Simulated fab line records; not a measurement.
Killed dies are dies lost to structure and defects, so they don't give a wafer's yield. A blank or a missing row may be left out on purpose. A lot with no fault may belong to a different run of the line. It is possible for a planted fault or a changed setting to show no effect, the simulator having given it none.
8D (eight disciplines) problem report, filled in by code	flow berkeleyCmos170	the parts of the form that need people (team, actions taken, sign-off) are left out

1. WHAT WENT WRONG
Wafers without a fault read 20.991 with a standard deviation of 0.022, while exposureDoseMJCm2 at UCB170_GATE_EXPOSE_09 averages 20.714 across 3 wafers of 1 lot. That puts it -13 standard deviations away from the usual mean.
The step: exposes mask POLY, target cd 350 nm.
Earliest sighting: wafer L775.1 on krfScanner-02 at day 8 05:56. At this step, 15 wafers from 5 lots have a number in the record. Rule for "out", or "out of limits": more than 4 standard deviations from the usual mean. The other wafers with a number count as sound.

2. WHAT IT IS, WHAT IT ISN'T
question	is	is not
which readings at this step	exposureDoseMJCm2	-
which lots	L775	L770, L772, L784, L788
which wafers of those lots	all that have a number	-
read on which tools	krfScanner-02	krfScanner-01
when	from day 8 05:56	up to then (6 sound wafers); but 6 sound wafers of L784, L788 came after

3. THE SUSPECTS, EACH WITH WHAT RULES IT OUT
Counting: a tool stays on the suspect list if, at a process step up to the reading, it processed all lots that are out and no sound lot following the first of them.
- plasmaAsher-01 at UCB170_PVT_STRIP_08 (strips in O2): kept. It ran the lot that is out, L775 (day 7 16:22), and no sound lot after that; its last sound lot up to then is L772 (day 6 18:46).
- krfScanner-02 at UCB170_GATE_EXPOSE_09 (exposes mask POLY, target cd 350 nm): kept. It ran the lot that is out, L775 (day 8 05:56), and no sound lot after that; its last sound lot up to then is L772 (day 7 07:41). On those wafers its own readings are out: exposureDoseMJCm2.
After counting, plasmaAsher-01 at UCB170_PVT_STRIP_08 and krfScanner-02 at UCB170_GATE_EXPOSE_09 remain.

4. THE CAUSE (what the simulator had put in)
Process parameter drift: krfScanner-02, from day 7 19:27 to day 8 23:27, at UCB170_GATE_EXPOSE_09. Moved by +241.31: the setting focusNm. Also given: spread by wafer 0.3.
Counting left 2 suspects, and this tool is among them.

5. SEQUENCE OF EFFECTS, ordered by route
Each row: a reading whose mean over the struck wafers that have a number lies more than 3 standard deviations from the usual. Scope: only readings with a usual standard deviation given in the record; hours: median across lots of the time from each lot's start at the first step in this table that gives one to its start at this step; sigmas: change in usual standard deviations.
hours	step	reading	usual	on struck wafers	change	sigmas
0	UCB170_GATE_EXPOSE_09	exposureDoseMJCm2	20.991	20.714	-0.277	-13
Process steps it contains:
- UCB170_GATE_EXPOSE_09: exposes mask POLY, target cd 350 nm.

6. WHAT WOULD HAVE CAUGHT IT SOONER
10 hours passed between the start of the fault at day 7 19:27 and the first reading out of limits in this record, taken at day 8 05:56.
